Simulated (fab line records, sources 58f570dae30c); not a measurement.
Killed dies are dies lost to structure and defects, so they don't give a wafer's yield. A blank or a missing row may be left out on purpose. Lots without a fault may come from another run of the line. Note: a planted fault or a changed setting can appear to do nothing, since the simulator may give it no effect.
Problem report, 8D (eight disciplines) form, completed by code | flow berkeley-cmos170 | the parts of the form that need people (team, actions taken, sign-off) are left out

## 1. WHAT IS WRONG
Wafers free of any fault read 6.63 nm (standard deviation 0.11) for GATE_OXIDE_THK at UCB170_GATE_THK_MEAS_02, against a mean of 8.79 nm on 6 wafers of 2 lots. Measured from the usual mean, that is +20 standard deviations.
The first sign was on wafer L608.1 at day 9 19:53, on film-metro-01. Wafers with a number at this step in the record: 42, from 14 lots. Rule for "out" (also "out of limits"): further than 4 standard deviations from the usual mean. All remaining wafers that have a number are taken as sound.

## 2. WHAT IT IS AND WHAT IT IS NOT
question                    | is                           | is not
which readings at this step | GATE_OXIDE_THK               | -
which lots                  | L608, L609                   | L594, L595, L597, L598, L600, L601, L602, L603, L604, L606, L616, L617
which wafers of those lots  | all that have a number       | -
read on which gauges        | film-metro-01, film-metro-02 | film-metro-03
when                        | from day 9 19:53             | up to then (30 sound wafers); but 6 sound wafers of L616, L617 came after

## 3. WHAT RULES OUT EACH SUSPECT
Counting: a tool at any process step up to the reading remains a suspect when it ran all the lots that are out and ran no sound lot after the first of those.
- the gauge at UCB170_GATE_THK_MEAS_02 is ruled out. 2 gauges (film-metro-01, film-metro-02) read the wafers that are out.
- furnace-02 at UCB170_GATE_OXIDATION_01 (target thk 6.6 nm, ox time 1800 s): kept. Every lot that is out went through it, starting with L608 (day 9 18:23), and after that it ran no sound lot; the last sound lot it ran before then is L606 (day 9 09:43).
Remaining after the count: furnace-02 at UCB170_GATE_OXIDATION_01.

## 4. THE CAUSE (what the simulator had put in)
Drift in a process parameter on furnace-02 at UCB170_GATE_OXIDATION_01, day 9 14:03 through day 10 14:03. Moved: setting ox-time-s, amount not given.
The count eliminated every tool but this one.

## 5. SEQUENCE OF EFFECTS, ordered by route
Each row: a reading where the mean over the struck wafers with a number is more than 3 standard deviations away from the usual. Scope: only readings with a usual standard deviation given in the record; hours: median across lots of the time from each lot's start at the first step in this table that gives one to its start at this step; sigmas: change in usual standard deviations.
hours | step                    | reading        | usual   | on struck wafers | change | sigmas
0     | UCB170_GATE_THK_MEAS_02 | GATE_OXIDE_THK | 6.63 nm | 8.79             | +2.16  | +20

## 6. WHAT WOULD HAVE CAUGHT IT SOONER
The first out-of-limits reading at a measuring or inspecting step in this record came at day 9 19:53, 6 hours after the fault's start at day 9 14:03.
Of the tool readings at UCB170_GATE_OXIDATION_01 for which the record gives a usual standard deviation, none was out on any struck wafer, so an alarm limit of 4 standard deviations on them would not have fired.
Each of the lots that are out, 2 in all, had begun UCB170_GATE_OXIDATION_01 on furnace-02 no later than day 9 19:53. Holding the tool at that point would not have protected any of them.
